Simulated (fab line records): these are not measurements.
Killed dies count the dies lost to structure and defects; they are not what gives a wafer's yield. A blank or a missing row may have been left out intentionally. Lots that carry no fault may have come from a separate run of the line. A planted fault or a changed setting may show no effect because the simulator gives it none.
Which tool was responsible? -- flow rit cmos -- 7 lots with 21 wafers sampled at 2 steps, on a route of 202 steps

## WHAT THE GAUGES READ, wafer by wafer
RIT_ACTIVE_THK_MEAS_02.
lot,measured,on,ACTIVE_OXIDE_THK (nm)
L560,day 1 22:24,film metro-04,46.2 46.4 46.8
L562,day 2 08:03,film metro-03,47.0 47.0 46.7
L564,day 2 20:53,film metro-03,47.2 46.7 47.4
L567,day 3 12:14,film metro-03,46.4 46.3 47.1
L574,day 4 20:22,film metro-01,59.9 59.7 59.5
L577,day 5 11:03,film metro-01,59.3 58.8 59.1
L580,day 6 02:05,film metro-04,46.6 45.9 45.9

## EACH LOT AND THE TOOL THAT RAN IT (in order: tool; ch and the chambers of the sampled wafers; start)
lot,RIT_ACTIVE_OXIDATION_01
L560,"furnace-04 ch 0, day 1 20:28"
L562,"furnace-01 ch 0, day 2 06:07"
L564,"furnace-04 ch 0, day 2 18:56"
L567,"furnace-04 ch 0, day 3 10:17"
L574,"furnace-01 ch 0, day 4 18:25"
L577,"furnace-01 ch 0, day 5 09:07"
L580,"furnace-02 ch 0, day 6 00:07"
- RIT_ACTIVE_OXIDATION_01: target thk 46.8 nm, ox time 3360 s.

## THE ANSWER, worked out from the rows above alone
Rule: the lots themselves supply what counts as usual. The widest of any qualifying gaps counts: lots, ordered by their means at a reading, are off when they make up no more than a third of the lots, leave a main group of 4 or more, and stand apart from it by 3 or more times the standard deviation of that group's means. Not used: any main group whose means are identical at the precision the tables above print for the reading. Also off: a lot with no number at a reading for which 4 or more lots have one. Where the step has rows for the other lots, those lots are counted as sound.
Off: L574, L577, at RIT_ACTIVE_THK_MEAS_02 (ACTIVE_OXIDE_THK). For the main group the mean is 46.6 nm and the standard deviation 0.34.
If a tool, at a process step before that reading, ran all the lots that are off and no sound lot after the first of them, it fits. Gauges at RIT_ACTIVE_THK_MEAS_02: tried the same way as those tools. 2 tools fit, furnace-01 at RIT_ACTIVE_OXIDATION_01 and film metro-01 at RIT_ACTIVE_THK_MEAS_02, so this cannot tell which one it is.

## WHAT HAD BEEN PUT IN BY THE SIMULATOR
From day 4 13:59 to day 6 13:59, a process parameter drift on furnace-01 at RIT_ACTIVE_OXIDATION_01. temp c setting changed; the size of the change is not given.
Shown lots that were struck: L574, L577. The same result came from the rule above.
